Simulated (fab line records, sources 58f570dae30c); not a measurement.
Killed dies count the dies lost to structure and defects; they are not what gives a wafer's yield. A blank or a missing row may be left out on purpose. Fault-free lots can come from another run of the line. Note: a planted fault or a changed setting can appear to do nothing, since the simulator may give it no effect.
fab line records	flow berkeley_cmos170	part 1 of 2: steps 1 to 38 of 45
[record] lots = 6	wafers = 18	last_day = 14
route steps=331 shown BACKSIDE@202 SDANNEAL@204 PSD@206 NSD@207 PLDD@208 NLDD@209 SILICIDE@210 CONTACT@216 M1@238 M3@326
lots that met no fault: from a run of the same line without faults
start_h: hours from the record's first day to the start of the lot's first wafer shown	wait_h: hours elapsed since this lot's preceding step	" same as the row above	L1.1+2: one row covering several wafers at once	- no value, or no start was given	* or withheld: withheld	< > ~ a bound
route shown NAME@n: names a module that has steps shown in the file, with the first one's number in the route	usual: the fault-free wafers' mean and standard deviation	same: alike in all rows	chamber/n: place in a boat	sites: readings site by site	_std_site: standard deviation of those values	_edge_site: mean of outer sites minus mean of inner sites	radius_mm: for every site, how far away it sits from the centre of the wafer	mask NAME#n: copy n	behind: the most recent tool/chamber to have shaped the wafer	hold: why the lot was held/for how many hours/how that ended	device: transistor that didn't switch, given as n, p or np	end of line: the route-end tests of the same wafers	where a step has no rows: the recipe by itself	killed: the dies lost at the first sort to structure and to defects; this is not the yield of the wafer	map: shows each die of a wafer: x if killed, . if not, _ if none is there
set.NAME: the setting the step ran with; set.NAME@STEP: the setting that earlier step ran with	model.NAME: the simulator's own value behind a step, which no gauge read
certain route steps with their lots: each step a table, each wafer a row
services: when a tool's chamber went out of use (start_h, in hours from the record's first day, below 0 if earlier), for how many hours, and the reason
[[steps]]
[step UCB170_BACKSIDE_STRIP_03]
[recipe] chemistry = O2	power_w = 400	pressure_mtorr = 3500	platen_temp_c = withheld	o2_flow_sccm = 400	overash_fraction = 0.5
[step UCB170_BACKSIDE_CLEAN_04]
[recipe] chemistry = SPM	temp_c = 120	time_s = 600
[step UCB170_SDANNEAL_RTA_00]
[recipe] temp_c = 900	time_s = 10	ambient = N2
[usual] chamber_o2_ppm = 2.003/0.023	lamp_power_pct = 23.6/1.1	wafer_temp_C_max = 905.0/1.4
lot.wafer	tool	chamber	start_h	wait_h	chamber_o2_ppm	lamp_power_pct	wafer_temp_C_max
L325.1	rtp_anneal-02	0	246.74	0.0	2.017	22.6	903.6
L325.4	"	0	"	"	1.997	22.6	902.7
L325.6	"	0	"	"	2.023	22.6	902.4
L324.2	rtp_anneal-01	0	246.94	0.0	1.982	24.9	905.0
L324.4	"	0	"	"	1.970	24.9	906.2
L324.5	"	0	"	"	2.020	24.9	905.6
L328.2	rtp_anneal-02	0	272.22	0.0	2.045	22.6	904.8
L328.3	"	0	"	"	2.000	22.6	904.2
L328.5	"	0	"	"	1.995	22.6	904.1
L326.3	rtp_anneal-01	0	272.24	0.0	2.001	24.9	905.3
L326.4	"	0	"	"	2.000	24.9	907.0
L326.5	"	0	"	"	2.017	24.9	904.8
L329.1	rtp_anneal-02	0	277.99	0.0	2.028	22.6	903.0
L329.3	"	0	"	"	2.052	22.6	904.9
L329.6	"	0	"	"	2.022	22.6	903.4
L335.4	rtp_anneal-01	0	317.55	0.0	2.021	24.9	905.5
L335.5	"	0	"	"	2.038	24.9	907.7
L335.6	"	0	"	"	2.012	24.9	905.7
[step UCB170_SDANNEAL_RTA_01]
[recipe] temp_c = 1050	time_s = 5	ambient = N2
[usual] chamber_o2_ppm = 1.997/0.022	lamp_power_pct = 36.5/1.8	wafer_temp_C_max = 1055.9/1.5
lot.wafer	tool	chamber	start_h	wait_h	chamber_o2_ppm	lamp_power_pct	wafer_temp_C_max
L325.1	rtp_anneal-02	0	246.81	0.1	1.978	34.9	1054.3
L325.4	"	0	"	"	2.011	34.9	1057.3
L325.6	"	0	"	"	1.992	34.9	1055.3
L324.2	rtp_anneal-01	0	247.01	0.1	1.997	38.4	1056.1
L324.4	"	0	"	"	1.969	38.5	1054.8
L324.5	"	0	"	"	2.006	38.4	1058.9
L328.2	rtp_anneal-02	0	272.29	0.1	2.010	34.9	1055.0
L328.3	"	0	"	"	1.990	34.9	1055.4
L328.5	"	0	"	"	1.994	34.9	1056.1
L326.3	rtp_anneal-01	0	272.30	0.1	1.971	38.5	1055.3
L326.4	"	0	"	"	1.982	38.5	1056.0
L326.5	"	0	"	"	1.963	38.5	1055.8
L329.1	rtp_anneal-02	0	278.06	0.1	2.017	34.9	1054.9
L329.3	"	0	"	"	2.030	34.9	1054.3
L329.6	"	0	"	"	2.003	34.9	1054.9
L335.4	rtp_anneal-01	0	317.62	0.1	1.975	38.4	1057.7
L335.5	"	0	"	"	2.009	38.4	1057.1
L335.6	"	0	"	"	1.986	38.4	1056.8
[step UCB170_SDANNEAL_RS_MEAS_02]
[recipe] thk_meas_gauge = four-point-probe
[usual] PSD_RS = 75.51/0.26
lot.wafer	tool	chamber	start_h	wait_h	PSD_RS[ohm/sq]
L325.1	film_metro-02	-	246.87	0.0	75.52
L325.4	"	-	"	"	75.31
L325.6	"	-	"	"	75.35
L324.2	film_metro-03	-	247.08	0.1	75.59
L324.4	"	-	"	"	75.62
L324.5	"	-	"	"	75.63
L328.2	film_metro-03	-	272.36	0.1	75.92
L328.3	"	-	"	"	75.69
L328.5	"	-	"	"	75.95
L326.3	film_metro-01	-	272.38	0.1	75.57
L326.4	"	-	"	"	75.83
L326.5	"	-	"	"	75.49
L329.1	film_metro-03	-	278.12	0.0	75.52
L329.3	"	-	"	"	75.57
L329.6	"	-	"	"	76.02
L335.4	film_metro-03	-	317.71	0.1	75.83
L335.5	"	-	"	"	75.78
L335.6	"	-	"	"	75.76
[step UCB170_SDANNEAL_RS_MEAS_03]
[recipe] thk_meas_gauge = four-point-probe
[usual] NSD_RS = 37.29/0.1
lot.wafer	tool	chamber	start_h	wait_h	NSD_RS[ohm/sq]
L325.1	film_metro-02	-	246.99	0.1	37.41
L325.4	"	-	"	"	37.45
L325.6	"	-	"	"	37.35
L324.2	film_metro-03	-	247.20	0.1	37.39
L324.4	"	-	"	"	37.36
L324.5	"	-	"	"	37.48
L328.2	film_metro-03	-	272.48	0.1	37.16
L328.3	"	-	"	"	37.25
L328.5	"	-	"	"	37.29
L326.3	film_metro-01	-	272.50	0.1	37.34
L326.4	"	-	"	"	37.29
L326.5	"	-	"	"	37.30
L329.1	film_metro-03	-	278.24	0.1	37.28
L329.3	"	-	"	"	37.27
L329.6	"	-	"	"	37.34
L335.4	film_metro-03	-	317.83	0.1	37.28
L335.5	"	-	"	"	37.37
L335.6	"	-	"	"	37.49
[step UCB170_SDANNEAL_RS_MEAS_04]
[recipe] thk_meas_gauge = four-point-probe
[usual] PLDD_RS = 1032.0/2.8
lot.wafer	tool	chamber	start_h	wait_h	PLDD_RS[ohm/sq]
L325.1	film_metro-02	-	247.11	0.1	1028.1
L325.4	"	-	"	"	1031.7
L325.6	"	-	"	"	1028.9
L324.2	film_metro-03	-	247.32	0.1	1033.7
L324.4	"	-	"	"	1034.4
L324.5	"	-	"	"	1031.6
L328.2	film_metro-03	-	272.60	0.1	1034.4
L328.3	"	-	"	"	1033.0
L328.5	"	-	"	"	1033.8
L326.3	film_metro-01	-	272.62	0.1	1031.4
L326.4	"	-	"	"	1030.1
L326.5	"	-	"	"	1030.9
L329.1	film_metro-03	-	278.36	0.1	1035.5
L329.3	"	-	"	"	1033.0
L329.6	"	-	"	"	1034.8
L335.4	film_metro-03	-	317.95	0.1	1037.9
L335.5	"	-	"	"	1035.7
L335.6	"	-	"	"	1037.1
[step UCB170_SDANNEAL_RS_MEAS_05]
[recipe] thk_meas_gauge = four-point-probe
[usual] NLDD_RS = 616.3/1.6
lot.wafer	tool	chamber	start_h	wait_h	NLDD_RS[ohm/sq]
L325.1	film_metro-02	-	247.23	0.1	616.9
L325.4	"	-	"	"	615.6
L325.6	"	-	"	"	617.1
L324.2	film_metro-03	-	247.44	0.1	616.7
L324.4	"	-	"	"	618.3
L324.5	"	-	"	"	617.4
L328.2	film_metro-03	-	272.72	0.1	617.8
L328.3	"	-	"	"	617.7
L328.5	"	-	"	"	618.0
L326.3	film_metro-01	-	272.74	0.1	616.7
L326.4	"	-	"	"	616.9
L326.5	"	-	"	"	617.6
L329.1	film_metro-03	-	278.48	0.1	615.2
L329.3	"	-	"	"	615.4
L329.6	"	-	"	"	616.2
L335.4	film_metro-03	-	318.07	0.1	617.5
L335.5	"	-	"	"	617.9
L335.6	"	-	"	"	615.8
[step UCB170_SILICIDE_PRE_CLEAN_00]
[recipe] gas = Ar	preclean_etch_time_s = 60
[step UCB170_SILICIDE_SPUTTER_01]
[recipe] material = Ti	target_thk_nm = 30	time_s = 25	power_w = 1500	chamber_pressure_pa = 0.5
[step UCB170_SILICIDE_RS_MEAS_02]
[recipe] thk_meas_gauge = four-point-probe	reads = Ti_of_SILICIDE_SPUTTER_01
[usual] SILICIDE_TI_RS = 26.0/0.36
lot.wafer	tool	chamber	start_h	wait_h	SILICIDE_TI_RS[ohm/sq]
L325.1	film_metro-04	-	247.44	0.0	25.4
L325.4	"	-	"	"	25.5
L325.6	"	-	"	"	25.7
L324.2	film_metro-01	-	247.65	0.0	26.0
L324.4	"	-	"	"	26.0
L324.5	"	-	"	"	26.0
L328.2	film_metro-04	-	272.93	0.0	25.8
L328.3	"	-	"	"	26.2
L328.5	"	-	"	"	26.2
L326.3	film_metro-03	-	272.96	0.1	26.3
L326.4	"	-	"	"	26.2
L326.5	"	-	"	"	26.2
L329.1	film_metro-04	-	278.70	0.0	26.2
L329.3	"	-	"	"	26.3
L329.6	"	-	"	"	26.5
L335.4	film_metro-01	-	318.28	0.1	25.7
L335.5	"	-	"	"	25.7
L335.6	"	-	"	"	25.4
[step UCB170_SILICIDE_THK_MEAS_03]
[recipe] thk_meas_gauge = xrf	reads = Ti_of_SILICIDE_SPUTTER_01
[usual] SILICIDE_TI_THK = 30.3/0.42
lot.wafer	tool	chamber	start_h	wait_h	SILICIDE_TI_THK[nm]
L325.1	film_metro-04	-	247.56	0.1	31.2
L325.4	"	-	"	"	30.8
L325.6	"	-	"	"	30.8
L324.2	film_metro-01	-	247.76	0.1	30.4
L324.4	"	-	"	"	30.4
L324.5	"	-	"	"	30.3
L328.2	film_metro-04	-	273.04	0.1	30.7
L328.3	"	-	"	"	30.1
L328.5	"	-	"	"	30.2
L326.3	film_metro-03	-	273.06	0.1	29.7
L326.4	"	-	"	"	29.9
L326.5	"	-	"	"	29.9
L329.1	film_metro-04	-	278.82	0.1	30.2
L329.3	"	-	"	"	30.2
L329.6	"	-	"	"	29.9
L335.4	film_metro-01	-	318.37	0.1	30.5
L335.5	"	-	"	"	30.7
L335.6	"	-	"	"	30.8
[step UCB170_SILICIDE_RTA_04]
[recipe] temp_c = 650	time_s = 15	ambient = N2
[usual] chamber_o2_ppm = 1.997/0.024	lamp_power_pct = 10.2/0.49	wafer_temp_C_max = 653.7/0.84
lot.wafer	tool	chamber	start_h	wait_h	chamber_o2_ppm	lamp_power_pct	wafer_temp_C_max
L325.1	rtp_anneal-02	0	247.62	0.1	2.023	9.7	653.6
L325.4	"	0	"	"	1.989	9.7	653.3
L325.6	"	0	"	"	2.004	9.7	652.9
L324.2	rtp_anneal-01	0	247.83	0.1	2.020	10.7	653.5
L324.4	"	0	"	"	2.036	10.7	653.7
L324.5	"	0	"	"	2.016	10.7	654.4
L328.2	rtp_anneal-01	0	273.11	0.1	61.992	10.7	653.6
L328.3	"	0	"	"	62.018	10.7	653.1
L328.5	"	0	"	"	62.006	10.7	653.1
L326.3	rtp_anneal-02	0	273.13	0.1	1.994	9.7	653.6
L326.4	"	0	"	"	2.001	9.7	653.1
L326.5	"	0	"	"	2.035	9.7	653.9
L329.1	rtp_anneal-01	0	278.88	0.1	61.997	10.7	654.5
L329.3	"	0	"	"	61.921	10.7	654.2
L329.6	"	0	"	"	62.005	10.7	654.5
L335.4	rtp_anneal-02	0	318.44	0.1	1.984	9.7	652.6
L335.5	"	0	"	"	1.992	9.7	653.8
L335.6	"	0	"	"	1.979	9.7	653.3
[step UCB170_SILICIDE_WET_ETCH_05]
[recipe] chemistry = SPM	time_s = 45	temp_c = 120	target = Ti
[step UCB170_CONTACT_CLEAN_00]
[recipe] chemistry = SPM	temp_c = 120	time_s = 600
[step UCB170_CONTACT_CVD_01]
[recipe] material = PSG	target_thk_nm = 700	temp_c = 450	precursor = SiH4/O2/PH3	time_s = 2820	pressure_mtorr = 300	sih4_flow_sccm = 60	o2_flow_sccm = 90	ph3_flow_sccm = 25
[step UCB170_CONTACT_THK_MEAS_02]
[recipe] reads = PSG_of_CONTACT_CVD_01
[usual] CONTACT_PSG_THK = 700/8.2
lot.wafer	tool	chamber	start_h	wait_h	CONTACT_PSG_THK[nm]
L325.1	film_metro-02	-	253.77	0.0	682
L325.4	"	-	"	"	679
L325.6	"	-	"	"	684
L324.2	film_metro-04	-	253.78	0.0	698
L324.4	"	-	"	"	693
L324.5	"	-	"	"	693
L328.2	film_metro-04	-	276.34	0.0	696
L328.3	"	-	"	"	702
L328.5	"	-	"	"	703
L326.3	film_metro-03	-	276.35	0.0	721
L326.4	"	-	"	"	717
L326.5	"	-	"	"	722
L329.1	film_metro-04	-	280.93	0.0	697
L329.3	"	-	"	"	705
L329.6	"	-	"	"	702
L335.4	film_metro-03	-	320.50	0.0	703
L335.5	"	-	"	"	697
L335.6	"	-	"	"	703
[step UCB170_CONTACT_HMDS_03]
[recipe] prime_time_s = 60	prime_temp_c = 100
[step UCB170_CONTACT_COAT_04]
[recipe] resist = KrF	spin_rpm = 1500	resist_thk_nm = 900
[step UCB170_CONTACT_SOFTBAKE_05]
[recipe] resist = KrF	temp_c = 130	time_s = 60
[step UCB170_CONTACT_STRIP_06]
[recipe] chemistry = O2	power_w = 400	pressure_mtorr = 3500	platen_temp_c = withheld	o2_flow_sccm = 400	overash_fraction = 0.5
[step UCB170_CONTACT_CLEAN_07]
[recipe] chemistry = SPM	temp_c = 120	time_s = 600
[step UCB170_CONTACT_RTA_08]
[recipe] temp_c = 900	time_s = 10	ambient = N2
[usual] chamber_o2_ppm = 1.999/0.023	lamp_power_pct = 23.7/1.1	wafer_temp_C_max = 905.0/1.3
lot.wafer	tool	chamber	start_h	wait_h	chamber_o2_ppm	lamp_power_pct	wafer_temp_C_max
L325.1	rtp_anneal-02	0	254.55	0.0	2.022	22.6	903.7
L325.4	"	0	"	"	2.005	22.6	903.7
L325.6	"	0	"	"	1.970	22.6	904.3
L324.2	rtp_anneal-01	0	254.56	0.0	2.012	24.9	907.8
L324.4	"	0	"	"	2.015	24.9	906.2
L324.5	"	0	"	"	2.016	24.9	908.3
L328.2	rtp_anneal-01	0	277.69	0.0	2.004	24.9	905.3
L328.3	"	0	"	"	1.998	24.9	906.4
L328.5	"	0	"	"	2.018	24.9	905.2
L326.3	rtp_anneal-02	0	277.70	0.0	2.020	22.6	904.0
L326.4	"	0	"	"	1.996	22.6	903.9
L326.5	"	0	"	"	2.013	22.6	903.3
L329.1	rtp_anneal-02	0	283.63	0.0	1.970	22.6	904.3
L329.3	"	0	"	"	1.993	22.6	905.0
L329.6	"	0	"	"	2.003	22.6	904.3
L335.4	rtp_anneal-01	0	321.32	0.0	2.025	24.9	906.1
L335.5	"	0	"	"	2.006	24.9	907.5
L335.6	"	0	"	"	2.022	24.9	907.0
[step UCB170_CONTACT_COAT_09]
[recipe] resist = BARC	temp_c = withheld	time_s = withheld	spin_rpm = 3000	resist_thk_nm = withheld
[step UCB170_CONTACT_COAT_10]
[recipe] resist = KrF	spin_rpm = 1500	resist_thk_nm = 900
[step UCB170_CONTACT_SOFTBAKE_11]
[recipe] resist = KrF	temp_c = 130	time_s = 60
[step UCB170_CONTACT_EXPOSE_12]
[recipe] mask_id = CONT	target_cd_nm = 700	na = 0.5	sigma_outer = 0.6	source_shape = conventional	dose_mj = 35
[step UCB170_CONTACT_PEB_13]
[recipe] peb_temp_c = 130	peb_time_s = withheld	resist = KrF
[step UCB170_CONTACT_DEVELOP_14]
[recipe] developer = TMAH	develop_time_s = 45	resist = KrF	dev_temp_c = 21
[step UCB170_CONTACT_CD_MEAS_15]
[recipe] target_cd_nm = 700
[usual] cd_nm = 700.2/1.5
lot.wafer	tool	chamber	start_h	wait_h	cd_nm
L325.1	cd_sem-02	-	255.58	-	699.3
L325.4	"	-	"	"	699.0
L325.6	"	-	"	"	698.2
L324.2	cd_sem-01	-	255.85	-	700.2
L324.4	"	-	"	"	699.4
L324.5	"	-	"	"	700.5
L328.2	cd_sem-01	-	278.60	-	700.1
L328.3	"	-	"	"	700.0
L328.5	"	-	"	"	701.0
L326.3	cd_sem-02	-	278.90	-	699.7
L326.4	"	-	"	"	701.7
L326.5	"	-	"	"	699.8
L329.1	cd_sem-01	-	285.38	-	698.3
L329.3	"	-	"	"	699.8
L329.6	"	-	"	"	699.0
L335.4	cd_sem-02	-	322.85	-	702.1
L335.5	"	-	"	"	702.6
L335.6	"	-	"	"	701.0
[step UCB170_CONTACT_OVL_MEAS_16]
[usual] CONTACT_OVL = -2/5.6
lot.wafer	tool	chamber	start_h	wait_h	CONTACT_OVL[nm]
L325.1	overlay-02	-	255.70	0.1	0
L325.4	"	-	"	"	0
L325.6	"	-	"	"	-8
L324.2	overlay-01	-	255.95	0.1	7
L324.4	"	-	"	"	5
L324.5	"	-	"	"	8
L328.2	overlay-02	-	278.71	0.1	0
L328.3	"	-	"	"	-2
L328.5	"	-	"	"	6
L326.3	overlay-02	-	278.99	0.1	5
L326.4	"	-	"	"	4
L326.5	"	-	"	"	-2
L329.1	overlay-01	-	285.50	0.1	1
L329.3	"	-	"	"	-5
L329.6	"	-	"	"	-5
L335.4	overlay-01	-	322.93	0.1	-8
L335.5	"	-	"	"	-9
L335.6	"	-	"	"	-5
[step UCB170_CONTACT_ETCH_17]
[recipe] chemistry = N2/H2	target_depth_a = withheld	overetch_a = withheld	target = BARC	time_s = withheld	source_w = 500	bias_w = 100	pressure_mtorr = 30	n2_flow_sccm = 100	h2_flow_sccm = 200
[step UCB170_CONTACT_ETCH_18]
[recipe] chemistry = CHF3/CF4/Ar	target = PSG	stop_on = TiSi2	CHF3_flow_sccm = 45	cf4_flow_sccm = 15	Ar_flow_sccm = 150	pressure_mtorr = 200	rf_w = 700	target_depth_a = 8400	over_etch_frac = 0.2	time_s = 195
[usual] drypump_motor_current_A = 5.4/0.38	mfc_ar_sccm = 150.0/0.45	oes_product_au = 0.896/0.013	throttle_valve_pct = 6.96/0.097
lot.wafer	tool	chamber	start_h	wait_h	drypump_motor_current_A	mfc_ar_sccm	oes_product_au	rf_hours_counter_h	throttle_valve_pct
L325.1	rie_diel-03	3	-	-	5.0	150.1	0.889	21	6.96
L325.4	"	2	"	"	5.2	149.5	0.888	120	7.11
L325.6	"	2	"	"	5.2	150.0	0.880	-	7.11
L324.2	rie_diel-01	0	-	-	5.7	149.9	0.887	80	6.85
L324.4	"	2	"	"	5.2	150.3	0.910	33	6.92
L324.5	"	0	"	"	5.6	149.6	0.904	-	6.86
L328.2	rie_diel-02	1	-	-	5.4	150.6	0.907	97	6.84
L328.3	"	2	"	"	4.9	150.4	0.879	75	6.99
L328.5	"	1	"	"	5.4	150.1	0.914	-	6.84
L326.3	rie_diel-03	0	-	-	6.1	150.2	0.905	51	6.94
L326.4	"	2	"	"	5.2	150.1	0.905	121	7.11
L326.5	"	1	"	"	6.0	150.0	0.909	-	6.88
L329.1	rie_diel-01	0	-	-	5.7	149.5	0.904	81	6.87
L329.3	"	3	"	"	6.0	150.0	0.898	50	6.98
L329.6	"	1	"	"	5.2	150.2	0.887	-	6.92
L335.4	rie_diel-02	3	-	-	5.3	149.6	0.878	84	7.15
L335.5	"	0	"	"	5.2	149.3	0.906	-	6.86
L335.6	"	3	"	"	5.3	149.9	0.881	-	7.13
[step UCB170_CONTACT_STRIP_19]
[recipe] chemistry = O2	power_w = 400	pressure_mtorr = 3500	platen_temp_c = withheld	o2_flow_sccm = 400	overash_fraction = 0.5
[usual] drypump_motor_current_A = 5.8/0.42	oes_product_au = 0.726/0.0047
lot.wafer	tool	chamber	start_h	wait_h	drypump_motor_current_A	oes_product_au	rf_hours_counter_h
L325.1	plasma_asher-03	0	255.91	-	5.6	0.724	13
L325.4	"	0	"	"	5.6	0.726	-
L325.6	"	0	"	"	5.6	0.732	-
L324.2	plasma_asher-04	0	256.15	-	5.4	0.729	54
L324.4	"	0	"	"	5.4	0.723	-
L324.5	"	0	"	"	5.4	0.732	-
L328.2	plasma_asher-03	1	278.91	-	6.4	0.724	16
L328.3	"	0	"	"	5.6	0.729	-
L328.5	"	0	"	"	5.6	0.728	-
L326.3	plasma_asher-04	1	279.21	-	5.5	0.725	-
L326.4	"	0	"	"	5.4	0.726	-
L326.5	"	1	"	"	5.5	0.720	-
L329.1	plasma_asher-04	1	285.70	-	5.5	0.732	58
L329.3	"	1	"	"	5.5	0.731	-
L329.6	"	0	"	"	5.4	0.725	-
L335.4	plasma_asher-03	1	323.15	-	6.5	0.725	-
L335.5	"	1	"	"	6.5	0.727	-
L335.6	"	0	"	"	5.6	0.733	-
[step UCB170_CONTACT_CD_MEAS_90]
[recipe] target_cd_nm = 700
[usual] cd_nm = 700.5/1.9
lot.wafer	tool	chamber	start_h	wait_h	cd_nm
L325.1	cd_sem-02	-	256.01	0.1	699.4
L325.4	"	-	"	"	698.7
L325.6	"	-	"	"	697.0
L324.2	cd_sem-02	-	256.27	0.1	700.6
L324.4	"	-	"	"	699.6
L324.5	"	-	"	"	701.4
L328.2	cd_sem-01	-	279.03	0.1	700.7
L328.3	"	-	"	"	700.1
L328.5	"	-	"	"	702.6
L326.3	cd_sem-02	-	279.32	0.1	703.1
L326.4	"	-	"	"	699.9
L326.5	"	-	"	"	700.6
L329.1	cd_sem-02	-	285.80	0.1	698.4
L329.3	"	-	"	"	700.0
L329.6	"	-	"	"	696.4
L335.4	cd_sem-02	-	323.28	0.1	701.8
L335.5	"	-	"	"	703.5
L335.6	"	-	"	"	701.3
[step UCB170_CONTACT_CLEAN_20]
[recipe] chemistry = SPM	temp_c = 120	time_s = 600
[step UCB170_M1_SPUTTER_00]
[recipe] material = Al	target_thk_nm = 600	time_s = 80	power_w = 6000	chamber_pressure_pa = 0.5
[step UCB170_M1_RS_MEAS_01]
[recipe] thk_meas_gauge = four-point-probe	reads = Al_of_M1_SPUTTER_00
[usual] M1_AL_RS = 0.0487/0.00054
lot.wafer	tool	chamber	start_h	wait_h	M1_AL_RS[ohm/sq]
L325.1	film_metro-03	-	256.36	0.0	0.0486
L325.4	"	-	"	"	0.0479
L325.6	"	-	"	"	0.0482
L324.2	film_metro-01	-	256.63	0.1	0.0486
L324.4	"	-	"	"	0.0494
L324.5	"	-	"	"	0.0484
L328.2	film_metro-01	-	279.42	0.1	0.0481
L328.3	"	-	"	"	0.0482
L328.5	"	-	"	"	0.0481
L326.3	film_metro-03	-	279.80	0.1	0.0499
L326.4	"	-	"	"	0.0496
L326.5	"	-	"	"	0.0499
L329.1	film_metro-02	-	286.38	0.0	0.0490
L329.3	"	-	"	"	0.0493
L329.6	"	-	"	"	0.0491
L335.4	film_metro-01	-	323.65	0.1	0.0482
L335.5	"	-	"	"	0.0484
L335.6	"	-	"	"	0.0494
[[key]]
[first_sign] step = UCB170_SILICIDE_RTA_04	reading = chamber_o2_ppm	direction = up	sigmas = 99+	usual = 1.997	struck = 61.990
effect none on later readings
[model_effect] step = UCB170_M3_ETCH_17	value = M3.cd_nm	without = 701.5	struck = 694.2
[model_effect] step = UCB170_M3_METAL_ETCH_18	value = M3.cd_nm	without = 700.2	struck = 692.9
[model_effect] step = UCB170_M3_PROBE_99	value = etest.ppoly_line.line_ohm_um	without = 14.87	struck = 19.4
met_at UCB170_SILICIDE_RTA_04
struck_wafers L328.2,L328.3,L328.5,L329.1,L329.3,L329.6
tester_left_out L328,L329
[loop_trim] step = UCB170_M3_EXPOSE_12	setting = dose	lots = L328,L329
onset_between 247.83 273.11
[fault] kind = process_parameter_drift	tool = rtp_anneal-01	chamber = -	onset_h = 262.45	steps = UCB170_SILICIDE_RTA_04	channel = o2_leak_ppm	offset = 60	shape = step	end_h = 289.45
// tester_left_out: of these lots the tester's yield and bins aren't shown, on N5 and GAA mostly nor the transistor test; their killed dies are dies lost to structure and defects alone, not to doping, threshold or leakage, so they don't give the yield
// loop_trim: a control loop set the setting to another value than it would have without faults
